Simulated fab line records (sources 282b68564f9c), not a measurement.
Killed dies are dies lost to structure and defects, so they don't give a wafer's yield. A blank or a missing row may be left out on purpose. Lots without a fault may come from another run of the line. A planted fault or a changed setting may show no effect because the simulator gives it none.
Commonality check across tools || flow ritCmos || 14 lots and 42 wafers in the sample

## WHAT PROMPTED THE OPENING
Of 14 lots, 2 have the reading PSD_TW flagged at RIT_PSD_TW_MEAS_10. Fault-free wafers read 3380, with a standard deviation of 20.
Rule: flag the lot when none of its wafers has a number, or when each of its wafers that has one lies beyond 4 standard deviations from that mean. As for the other lots, they are considered sound.

{"lot": "L577", "measured": "day 3 02:43", "on": "filmMetro-04", "PSD_TW, wafer by wafer": "3371 3402 3372", "flag": ""}
{"lot": "L578", "measured": "day 3 08:33", "on": "filmMetro-02", "PSD_TW, wafer by wafer": "3413 3419 3398", "flag": ""}
{"lot": "L580", "measured": "day 3 19:32", "on": "filmMetro-04", "PSD_TW, wafer by wafer": "3364 3378 3360", "flag": ""}
{"lot": "L581", "measured": "day 3 21:25", "on": "filmMetro-04", "PSD_TW, wafer by wafer": "3382 3365 3393", "flag": ""}
{"lot": "L586", "measured": "day 4 22:10", "on": "filmMetro-02", "PSD_TW, wafer by wafer": "3566 3565 3587", "flag": "FLAGGED"}
{"lot": "L587", "measured": "day 5 04:04", "on": "filmMetro-02", "PSD_TW, wafer by wafer": "3564 3559 3566", "flag": "FLAGGED"}
{"lot": "L588", "measured": "day 5 09:33", "on": "filmMetro-04", "PSD_TW, wafer by wafer": "3361 3368 3367", "flag": ""}
{"lot": "L589", "measured": "day 5 14:22", "on": "filmMetro-04", "PSD_TW, wafer by wafer": "3371 3382 3387", "flag": ""}
{"lot": "L590", "measured": "day 5 20:56", "on": "filmMetro-02", "PSD_TW, wafer by wafer": "3398 3375 3388", "flag": ""}
{"lot": "L592", "measured": "day 6 08:04", "on": "filmMetro-02", "PSD_TW, wafer by wafer": "3422 3407 3407", "flag": ""}
{"lot": "L593", "measured": "day 6 11:20", "on": "filmMetro-03", "PSD_TW, wafer by wafer": "3340 3350 3358", "flag": ""}
{"lot": "L597", "measured": "day 7 07:05", "on": "filmMetro-03", "PSD_TW, wafer by wafer": "3352 3359 3372", "flag": ""}
{"lot": "L598", "measured": "day 7 12:09", "on": "filmMetro-02", "PSD_TW, wafer by wafer": "3416 3396 3399", "flag": ""}
{"lot": "L600", "measured": "day 7 23:05", "on": "filmMetro-04", "PSD_TW, wafer by wafer": "3382 3391 3372", "flag": ""}
The numbers of the flagged lots are 3568 on average: +188 against the usual, or +9 standard deviations.

## WHICH TOOL RAN EACH LOT
The record keeps 1 process step preceding the reading, out of 202 steps on the route. Cell contents, in order: the tool; ch with the chambers the sampled wafers went through; the start.
{"lot": "L577", "flag": "", "RIT_PSD_IMPLANT_08": "implanter-04 ch 0, day 3 02:26"}
{"lot": "L578", "flag": "", "RIT_PSD_IMPLANT_08": "implanter-01 ch 0, day 3 08:13"}
{"lot": "L580", "flag": "", "RIT_PSD_IMPLANT_08": "implanter-04 ch 0, day 3 19:13"}
{"lot": "L581", "flag": "", "RIT_PSD_IMPLANT_08": "implanter-01 ch 0, day 3 21:07"}
{"lot": "L586", "flag": "FLAGGED", "RIT_PSD_IMPLANT_08": "implanter-01 ch 0, day 4 21:52"}
{"lot": "L587", "flag": "FLAGGED", "RIT_PSD_IMPLANT_08": "implanter-01 ch 0, day 5 03:46"}
{"lot": "L588", "flag": "", "RIT_PSD_IMPLANT_08": "implanter-03 ch 0, day 5 09:13"}
{"lot": "L589", "flag": "", "RIT_PSD_IMPLANT_08": "implanter-03 ch 0, day 5 14:04"}
{"lot": "L590", "flag": "", "RIT_PSD_IMPLANT_08": "implanter-04 ch 0, day 5 20:38"}
{"lot": "L592", "flag": "", "RIT_PSD_IMPLANT_08": "implanter-04 ch 0, day 6 07:44"}
{"lot": "L593", "flag": "", "RIT_PSD_IMPLANT_08": "implanter-04 ch 0, day 6 11:01"}
{"lot": "L597", "flag": "", "RIT_PSD_IMPLANT_08": "implanter-03 ch 0, day 7 06:47"}
{"lot": "L598", "flag": "", "RIT_PSD_IMPLANT_08": "implanter-04 ch 0, day 7 11:52"}
{"lot": "L600", "flag": "", "RIT_PSD_IMPLANT_08": "implanter-04 ch 0, day 7 22:47"}
What is done by these steps:
- RIT_PSD_IMPLANT_08
- RIT_PSD_TW_MEAS_10

## FLAGGED OVER TOTAL, TOOL BY TOOL (the gauges that took the reading come last)
{"step": "RIT_PSD_IMPLANT_08", "tool": "implanter-01", "lots run": 4, "flagged": 2, "share of the flagged lots": "all", "sound lots run after its first flagged lot": 0}
{"step": "RIT_PSD_IMPLANT_08", "tool": "implanter-03", "lots run": 3, "flagged": 0, "share of the flagged lots": "none", "sound lots run after its first flagged lot": "-"}
{"step": "RIT_PSD_IMPLANT_08", "tool": "implanter-04", "lots run": 7, "flagged": 0, "share of the flagged lots": "none", "sound lots run after its first flagged lot": "-"}
{"step": "RIT_PSD_TW_MEAS_10", "tool": "filmMetro-02", "lots run": 6, "flagged": 2, "share of the flagged lots": "all", "sound lots run after its first flagged lot": "3 (L590,L592,L598)"}
{"step": "RIT_PSD_TW_MEAS_10", "tool": "filmMetro-03", "lots run": 2, "flagged": 0, "share of the flagged lots": "none", "sound lots run after its first flagged lot": "-"}
{"step": "RIT_PSD_TW_MEAS_10", "tool": "filmMetro-04", "lots run": 6, "flagged": 0, "share of the flagged lots": "none", "sound lots run after its first flagged lot": "-"}

## THE TABLE: WHAT IT ALLOWS
2 rows of the table ran every flagged lot: implanter-01 at RIT_PSD_IMPLANT_08, filmMetro-02 at RIT_PSD_TW_MEAS_10.
- implanter-01 at RIT_PSD_IMPLANT_08 ran 4 lots, 2 of them flagged. Its last sound lot is L581 (day 3 21:07), its first flagged lot L586 (day 4 21:52): a fault that began between those two fits. Its own readings (beamEnergyKeV) fall more than 4 standard deviations out on all wafers of the flagged lots.
- filmMetro-02 at RIT_PSD_TW_MEAS_10 ran 6 lots, 2 of them flagged. Sound lots followed the first flagged one (L590, L592, L598) on it, something a lasting fault affecting the whole tool could not allow.
Just one tool remains: implanter-01 at RIT_PSD_IMPLANT_08.

## WHAT HAD BEEN PUT IN BY THE SIMULATOR
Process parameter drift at RIT_PSD_IMPLANT_08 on implanter-01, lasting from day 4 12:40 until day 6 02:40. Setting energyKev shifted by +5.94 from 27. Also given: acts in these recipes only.
Lots struck among those shown: L586, L587. The same result came from the rule above.
